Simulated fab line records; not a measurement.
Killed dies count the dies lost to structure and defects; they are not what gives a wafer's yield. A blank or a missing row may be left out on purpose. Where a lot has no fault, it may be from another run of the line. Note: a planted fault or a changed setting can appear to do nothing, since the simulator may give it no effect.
fab line records ; flow berkeley_cmos170
[record] lots = 14; wafers = 42; last_day = 12
route steps=331 shown ZERO@11
lots with no fault: from the same line, run without faults
start_h: hours from the record's first day to the start of the lot's first wafer shown ; wait_h: how many hours have passed since the lot's step before this one ; " identical to the entry in the row above ; L1.1+2: one row covering several wafers at once ; - no value, or no start was given ; * or withheld: withheld ; < > ~ a bound
route shown NAME@n: names a module that has steps shown in the file, with the first one's number in the route ; usual: mean and standard deviation over wafers with no fault ; same: alike in all rows ; chamber/n: place in a boat ; sites: per-site readings ; _std_site: the values' standard deviation ; _edge_site: inner sites' mean taken away from outer sites' mean ; radius_mm: for every site, how far away it sits from the centre of the wafer ; mask NAME#n: copy n ; behind: the last tool/chamber to shape the wafer ; hold: the reason the lot was held/the length of the hold in hours/how it ended ; device: names the non-switching transistor (n, p or np) ; end of line: the tests these same wafers got at the end of their route ; where a step has no rows: the recipe by itself ; killed: count of dies lost to structure and defects at first sort (not the wafer's yield) ; map: shows each die of a wafer: x if killed, . if not, _ if none is there
set.NAME: the setting the step ran with; set.NAME@STEP: the setting that earlier step ran with ; model.NAME: the simulator's own value behind a step, which no gauge read
route steps across a sampled set of lots; one table per step, one row per wafer
services: when a tool's chamber went out of use (start_h, in hours from the record's first day, below 0 if earlier), for how many hours, and the reason
[[steps]]
[step UCB170_ZERO_DEVELOP_05]
[recipe] developer = TMAH; develop_time_s = 45; resist = KrF; dev_temp_c = 21
[usual] chill_plate_temp_C = 22.99/0.11; develop_time_s = 45/0
lot.wafer;tool;chamber;start_h;wait_h;chill_plate_temp_C;develop_time_s
L698.2;litho_track-02;0;22;-;23.18;45
L698.3;litho_track-02;0;22;-;22.96;45
L698.5;litho_track-02;0;22;-;22.95;45
L699.3;litho_track-02;0;30;-;22.88;45
L699.5;litho_track-02;0;30;-;22.94;45
L699.6;litho_track-02;0;30;-;22.85;45
L700.2;litho_track-02;0;35;-;22.86;45
L700.4;litho_track-02;0;35;-;22.77;45
L700.6;litho_track-02;0;35;-;22.81;45
L701.2;litho_track-02;0;36;-;23.22;45
L701.4;litho_track-02;0;36;-;23.09;45
L701.5;litho_track-02;0;36;-;22.99;45
L702.2;litho_track-02;0;44;-;23.06;45
L702.4;litho_track-02;0;44;-;23.01;45
L702.6;litho_track-02;0;44;-;22.91;45
L704.3;litho_track-03;0;51;-;22.92;45
L704.4;litho_track-03;0;51;-;23.02;45
L704.5;litho_track-03;0;51;-;23.04;45
L714.1;litho_track-02;-;98;-;-;-
L714.2;litho_track-02;-;98;-;-;-
L714.5;litho_track-02;-;99;-;-;-
L713.1;litho_track-04;-;99;-;-;-
L713.5;litho_track-04;-;99;-;-;-
L713.6;litho_track-04;-;99;-;-;-
L715.1;litho_track-02;0;109;-;22.97;45
L715.3;litho_track-02;0;109;-;22.92;45
L715.5;litho_track-02;0;109;-;22.92;45
L716.1;litho_track-02;0;110;-;23.03;45
L716.4;litho_track-02;0;110;-;22.85;45
L716.5;litho_track-02;0;110;-;23.03;45
L717.2;litho_track-03;0;120;-;23.07;45
L717.3;litho_track-03;0;120;-;22.86;45
L717.6;litho_track-03;0;120;-;22.89;45
L718.3;litho_track-02;0;120;-;23.02;45
L718.4;litho_track-02;0;120;-;23.19;45
L718.6;litho_track-02;0;120;-;22.94;45
L719.1;litho_track-04;0;127;-;22.96;45
L719.2;litho_track-04;0;127;-;22.83;45
L719.5;litho_track-04;0;127;-;22.99;45
L720.1;litho_track-03;0;132;-;23.01;45
L720.4;litho_track-03;0;132;-;23.10;45
L720.6;litho_track-03;0;132;-;23.14;45
[step UCB170_ZERO_ETCH_06]
[recipe] chemistry = CHF3/CF4/Ar; target = SiO2; time_s = 12; pressure_mtorr = 100; rf_w = 500; CHF3_flow_sccm = 50; cf4_flow_sccm = 10; Ar_flow_sccm = 120; over_etch_frac = 1.58
[usual] CHF3_flow_sccm = 50.01/0.17; drypump_motor_current_A = 5.7/0.4; oes_product_au = 0.619/0.012; throttle_valve_pct = 9.25/0.1
lot.wafer;tool;chamber;start_h;wait_h;CHF3_flow_sccm;drypump_motor_current_A;oes_product_au;rf_hours_counter_h;throttle_valve_pct
L698.2;rie_diel-04;1;23.03;-;50.04;5.9;0.629;56;9.24
L698.3;rie_diel-04;0;23.03;-;49.75;6.0;0.617;57;9.16
L698.5;rie_diel-04;3;23.03;-;50.07;5.3;0.616;-;9.25
L699.3;rie_diel-04;0;30.09;-;49.97;6.0;0.629;57;9.15
L699.5;rie_diel-04;3;30.09;-;49.83;5.3;0.611;-;9.24
L699.6;rie_diel-04;2;30.09;-;50.30;6.2;0.624;-;9.31
L700.2;rie_diel-02;1;35.47;-;50.05;6.5;0.607;9;9.23
L700.4;rie_diel-02;3;35.47;-;50.25;5.7;0.603;89;9.26
L700.6;rie_diel-02;1;35.47;-;49.87;6.5;0.611;-;9.23
L701.2;rie_diel-03;1;36.19;-;50.11;5.0;0.629;38;9.22
L701.4;rie_diel-03;0;36.19;-;49.84;5.6;0.595;-;9.23
L701.5;rie_diel-03;1;36.19;-;50.01;5.0;0.638;-;9.24
L702.2;rie_diel-04;1;44.78;-;50.04;6.0;0.620;57;9.23
L702.4;rie_diel-04;2;44.78;-;50.25;6.1;0.623;150;9.29
L702.6;rie_diel-04;2;44.78;-;49.98;6.2;0.613;-;9.27
L704.3;rie_diel-02;2;51.83;-;49.70;5.7;0.614;78;9.35
L704.4;rie_diel-02;3;51.83;-;49.73;5.7;0.600;90;9.24
L704.5;rie_diel-02;1;51.83;-;50.01;6.5;0.610;-;9.23
L714.1;rie_diel-03;1;99.07;-;49.75;5.0;0.380;41;9.20
L714.2;rie_diel-03;3;99.07;-;49.85;5.9;0.385;6;9.02
L714.5;rie_diel-03;3;99.07;-;50.07;5.9;0.373;-;9.03
L713.1;rie_diel-03;1;99.23;-;50.12;5.0;0.385;41;9.21
L713.5;rie_diel-03;2;99.23;-;50.02;5.5;0.386;-;9.27
L713.6;rie_diel-03;1;99.23;-;50.08;5.0;0.384;-;9.21
L715.1;rie_diel-04;2;109.59;-;50.22;6.2;0.618;154;9.30
L715.3;rie_diel-04;0;109.59;-;50.13;5.9;0.618;61;9.17
L715.5;rie_diel-04;1;109.59;-;50.12;6.0;0.620;-;9.24
L716.1;rie_diel-02;1;110.14;-;49.94;6.5;0.605;12;9.23
L716.4;rie_diel-02;0;110.14;-;50.15;6.3;0.601;105;9.57
L716.5;rie_diel-02;2;110.14;-;50.11;5.7;0.612;-;9.37
L717.2;rie_diel-03;0;120.38;-;49.97;5.6;0.600;81;9.21
L717.3;rie_diel-03;2;120.38;-;50.00;5.5;0.636;4;9.28
L717.6;rie_diel-03;1;120.38;-;49.86;5.0;0.632;-;9.24
L718.3;rie_diel-04;0;120.49;-;49.93;6.0;0.633;61;9.15
L718.4;rie_diel-04;1;120.49;-;49.80;5.9;0.626;61;9.23
L718.6;rie_diel-04;1;120.49;-;51.07;5.9;0.621;-;9.24
L719.1;rie_diel-03;3;127.96;-;49.90;5.8;0.624;8;9.04
L719.2;rie_diel-03;0;127.96;-;50.15;5.6;0.599;81;9.22
L719.5;rie_diel-03;2;127.96;-;50.00;5.5;0.631;-;9.27
L720.1;rie_diel-04;3;132.73;-;50.04;5.3;0.618;6;9.27
L720.4;rie_diel-04;0;132.73;-;49.84;6.0;0.619;-;9.17
L720.6;rie_diel-04;2;132.73;-;49.85;6.2;0.616;-;9.29
[step UCB170_ZERO_STRIP_07]
[recipe] chemistry = O2; power_w = 400; pressure_mtorr = 3500; platen_temp_c = withheld; o2_flow_sccm = 400; overash_fraction = 0.5
[usual] drypump_motor_current_A = 5.9/0.42; oes_product_au = 0.728/0.0042; strip_time_to_endpoint_s = 21.22/0.059
lot.wafer;tool;chamber;start_h;wait_h;drypump_motor_current_A;oes_product_au;rf_hours_counter_h;strip_time_to_endpoint_s
L698.2;plasma_asher-04;0;23.05;0.0;6.1;0.725;28;21.30
L698.3;plasma_asher-04;0;23.05;0.0;6.1;0.727;-;21.28
L698.5;plasma_asher-04;0;23.05;0.0;6.1;0.722;-;21.37
L699.3;plasma_asher-02;0;30.15;0.0;5.6;0.720;-;21.09
L699.5;plasma_asher-02;0;30.15;0.0;5.6;0.727;-;21.12
L699.6;plasma_asher-02;1;30.15;0.0;6.6;0.736;-;21.15
L700.2;plasma_asher-02;0;35.49;0.0;5.6;0.725;21;21.17
L700.4;plasma_asher-02;0;35.49;0.0;5.6;0.725;-;21.16
L700.6;plasma_asher-02;0;35.49;0.0;5.6;0.731;-;21.26
L701.2;plasma_asher-04;1;36.22;0.0;5.4;0.732;29;21.17
L701.4;plasma_asher-04;1;36.22;0.0;5.3;0.728;-;21.19
L701.5;plasma_asher-04;0;36.22;0.0;6.1;0.719;-;21.23
L702.2;plasma_asher-03;1;44.80;0.0;5.7;0.720;28;21.23
L702.4;plasma_asher-03;1;44.80;0.0;5.8;0.726;-;21.23
L702.6;plasma_asher-03;1;44.80;0.0;5.8;0.728;-;21.23
L704.3;plasma_asher-02;1;51.89;0.0;6.7;0.725;-;21.24
L704.4;plasma_asher-02;0;51.89;0.0;5.6;0.726;-;21.19
L704.5;plasma_asher-02;0;51.89;0.0;5.6;0.727;-;21.22
L714.1;plasma_asher-03;1;99.09;0.0;5.8;0.730;33;21.52
L714.2;plasma_asher-03;0;99.09;0.0;6.0;0.727;33;21.50
L714.5;plasma_asher-03;0;99.09;0.0;6.0;0.720;-;21.48
L713.1;plasma_asher-04;1;99.25;0.0;5.4;0.732;37;21.52
L713.5;plasma_asher-04;0;99.25;0.0;6.1;0.727;-;21.50
L713.6;plasma_asher-04;1;99.25;0.0;5.3;0.729;-;21.53
L715.1;plasma_asher-04;1;109.62;0.0;5.3;0.725;38;21.15
L715.3;plasma_asher-04;0;109.62;0.0;6.1;0.731;-;21.19
L715.5;plasma_asher-04;1;109.62;0.0;5.3;0.733;-;21.15
L716.1;plasma_asher-02;1;110.17;0.0;6.7;0.731;31;21.24
L716.4;plasma_asher-02;1;110.17;0.0;6.6;0.723;-;21.31
L716.5;plasma_asher-02;1;110.17;0.0;6.7;0.731;-;21.31
L717.2;plasma_asher-02;1;120.40;0.0;6.7;0.729;33;21.16
L717.3;plasma_asher-02;1;120.40;0.0;6.7;0.725;-;21.32
L717.6;plasma_asher-02;1;120.40;0.0;6.7;0.731;-;21.27
L718.3;plasma_asher-04;1;120.55;0.0;5.3;0.725;-;21.28
L718.4;plasma_asher-04;0;120.55;0.0;6.1;0.721;-;21.24
L718.6;plasma_asher-04;1;120.55;0.0;5.3;0.735;-;21.28
L719.1;plasma_asher-03;1;127.98;0.0;5.7;0.732;1;21.21
L719.2;plasma_asher-03;0;127.98;0.0;5.9;0.737;1;21.24
L719.5;plasma_asher-03;1;127.98;0.0;5.7;0.727;-;21.31
L720.1;plasma_asher-04;0;132.76;0.0;6.1;0.732;41;21.16
L720.4;plasma_asher-04;0;132.76;0.0;6.1;0.730;-;21.18
L720.6;plasma_asher-04;0;132.76;0.0;6.1;0.728;-;21.19
[[services]]
tool;chamber;start_h;hours;kind
plasma_asher-03;-;4.89;0.6;repair
plasma_asher-02;-;10.70;7.0;pm
rie_diel-03;2;28.82;-;clean
rie_diel-03;2;28.82;22.6;scheduled_down
rie_diel-03;2;28.82;22.6;vent_cycle
plasma_asher-03;-;62.29;10.2;repair
rie_diel-03;-;63.00;2.8;pm
plasma_asher-04;-;87.58;1.3;repair
rie_diel-03;-;94.77;1.0;repair
plasma_asher-03;-;108.75;9.0;pm
plasma_asher-03;0;108.75;9.0;vent_cycle
plasma_asher-03;1;108.75;9.0;vent_cycle
rie_diel-02;-;110.20;4.0;pm
plasma_asher-03;0;117.75;-;clean
plasma_asher-03;1;117.75;-;clean
rie_diel-04;-;126.37;0.8;repair
rie_diel-04;1;129.71;5.1;repair
[[key]]
[first_sign] step = UCB170_ZERO_DEVELOP_05; reading = tool_record; direction = missing
[effect] step = UCB170_ZERO_ETCH_06; reading = oes_product_au; direction = down; sigmas = 19; usual = 0.619; struck = 0.382
[effect] step = UCB170_ZERO_STRIP_07; reading = strip_time_to_endpoint_s; direction = up; sigmas = 4.9; usual = *; struck = *
met_at UCB170_ZERO_DEVELOP_05
struck_lots L713,L714
later_rows_left_out L713.1,L713.5,L713.6,L714.1,L714.2,L714.5
sort_left_out L713.1,L713.5,L713.6,L714.1,L714.2,L714.5
tester_left_out L713,L714
onset_between 44 98
[fault] kind = skipped_step_whole; tool = litho_track-02,litho_track-04; chamber = -; onset_h = 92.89; steps = UCB170_ZERO_DEVELOP_05; scope = struck_lots_only
// tester_left_out: of these lots the tester's yield and bins aren't shown, on N5 and GAA mostly nor the transistor test; their killed dies are dies lost to structure and defects alone, not to doping, threshold or leakage, so they don't give the yield
// sort_left_out: the simulated sort isn't trusted on such a fault, so these wafers' sort isn't shown, and their yield isn't known
// later_rows_left_out: the simulator's readings of these wafers behind a module that went badly wrong aren't trusted and aren't shown, but for the sort
